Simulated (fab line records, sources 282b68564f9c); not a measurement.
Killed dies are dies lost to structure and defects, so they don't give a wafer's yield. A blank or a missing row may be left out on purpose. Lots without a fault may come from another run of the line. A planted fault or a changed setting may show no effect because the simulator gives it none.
Split-lot experiment | flow rit_cmos | 5 lots, 23 wafers read, on a route of 202 steps

THE SPLIT
At RIT_NWELL_IMPLANT_08, the setting dose_cm2 was moved away from the recipe's 5e+13 on 5 of the 23 wafers read, by -6.5% to +7.5%. The other wafers ran this setting at the recipe's value.

FROM THE SPLIT TO THE READING: what the file shows between them, 10 steps
- RIT_NWELL_STRIP_09: strips in O2, time 180 s
- RIT_NWELL_TW_MEAS_10
- RIT_PWELL_SOFTBAKE_02: time 60 s (also split here: temp_c)
- RIT_PWELL_EXPOSE_03: exposes mask M3, target cd 43700 nm
- RIT_PWELL_PEB_04
- RIT_PWELL_DEVELOP_05: develop time 68 s
- RIT_PWELL_HARDBAKE_07: time 120 s (also split here: temp_c)
- RIT_PWELL_IMPLANT_08
- RIT_PWELL_STRIP_09: strips in O2, time 180 s
- RIT_WELLDRIVE_ANNEAL_00: time 14700 s

THE READING
NWELL_RS, in ohm/sq, at RIT_WELLDRIVE_RS_MEAS_01 (measures by four-point-probe). Fault-free wafers of this fab line usually give 275.4 ohm/sq, standard deviation 0.61 ohm/sq.

wafer  | tool, chamber at the split | dose_cm2 as run | against the recipe | NWELL_RS, ohm/sq | against lot-mates on the recipe
L077.1 | implanter-04, 0            | 5e+13           | recipe             | 275.0            | -
L077.2 | implanter-04, 0            | 5e+13           | recipe             | 275.0            | -
L077.3 | implanter-04, 0            | 5e+13           | recipe             | 274.9            | -
L077.5 | implanter-04, 0            | 5e+13           | recipe             | 274.6            | -
L077.6 | implanter-04, 0            | 5e+13           | recipe             | 273.7            | -
L080.1 | implanter-03, 0            | 5e+13           | recipe             | 275.6            | -
L080.2 | implanter-03, 0            | 4.676e+13       | -6.5%              | 286.2            | +10.3
L080.3 | implanter-03, 0            | 4.676e+13       | -6.5%              | 286.9            | +11.0
L080.4 | implanter-03, 0            | 4.676e+13       | -6.5%              | 286.8            | +10.9
L080.5 | implanter-03, 0            | 5e+13           | recipe             | 276.2            | -
L079.1 | implanter-02, 0            | 5e+13           | recipe             | 275.3            | -
L079.2 | implanter-02, 0            | 5e+13           | recipe             | 275.9            | -
L079.3 | implanter-02, 0            | 5e+13           | recipe             | 275.5            | -
L079.4 | implanter-02, 0            | 5e+13           | recipe             | 275.4            | -
L079.6 | implanter-02, 0            | 5e+13           | recipe             | 275.3            | -
L081.2 | implanter-03, 0            | 5e+13           | recipe             | 275.3            | -
L081.3 | implanter-03, 0            | 5e+13           | recipe             | 275.7            | -
L081.5 | implanter-03, 0            | 5e+13           | recipe             | 275.2            | -
L082.2 | implanter-02, 0            | 5.374e+13       | +7.5%              | 262.6            | -11.8
L082.3 | implanter-02, 0            | 5e+13           | recipe             | 274.8            | -
L082.4 | implanter-02, 0            | 5e+13           | recipe             | 274.7            | -
L082.5 | implanter-02, 0            | 5e+13           | recipe             | 273.8            | -
L082.6 | implanter-02, 0            | 5.374e+13       | +7.5%              | 263.0            | -11.4

THE FIT
A straight line over all 23 wafers: NWELL_RS changes by -1.71 ohm/sq for each +1% of dose_cm2; r = -0.99; the points scatter about the line by 0.63 ohm/sq.
The same after taking each lot's own level away (the mean of its wafers on the recipe; 23 wafers): -1.61 ohm/sq for each +1%; r = -1.00; scatter 0.39 ohm/sq.
On that fit, the largest move of dose_cm2 shifts the reading by 12 ohm/sq.
The lots' own levels span 274.43 to 275.90 ohm/sq, that is 2.4 times the standard deviation above.
So the lot-to-lot level changes the slope little: the two slopes agree.
Check: with one of the wafers moved furthest among these (+7.5%) left out of the fit, the line predicts -12 ohm/sq for it against its lot-mates. It came out at -11.8 ohm/sq against them.

OTHER SPLITS ON THESE WAFERS
These wafers also went through other splits before the reading. Each is held against what the fit with the lots' levels taken away leaves over:
other split on the same wafers | wafers away from the commonest value | r with NWELL_RS (lot level and that fit taken away)
RIT_FOX2_OXIDATION_00 temp_c   | 15                                   | -0.20
RIT_NWELL_SOFTBAKE_02 temp_c   | 10                                   | -0.09
RIT_PWELL_SOFTBAKE_02 temp_c   | 10                                   | -0.13
RIT_PWELL_HARDBAKE_07 temp_c   | 7                                    | +0.00

THE WHOLE CHAIN: every reading that the file lists as answering this split, in the file's order
step                     | what it does                 | reading  | change (the file's fit)           | r (the file's)
RIT_NWELL_TW_MEAS_10     |                              | NWELL_TW | +7.14 for each +1% of the setting | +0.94
RIT_WELLDRIVE_RS_MEAS_01 | measures by four-point-probe | NWELL_RS | -1.6 for each +1% of the setting  | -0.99

THE FILE'S OWN FIT
NWELL_RS changes by -1.6 ohm/sq for each +1% of dose_cm2, r = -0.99.
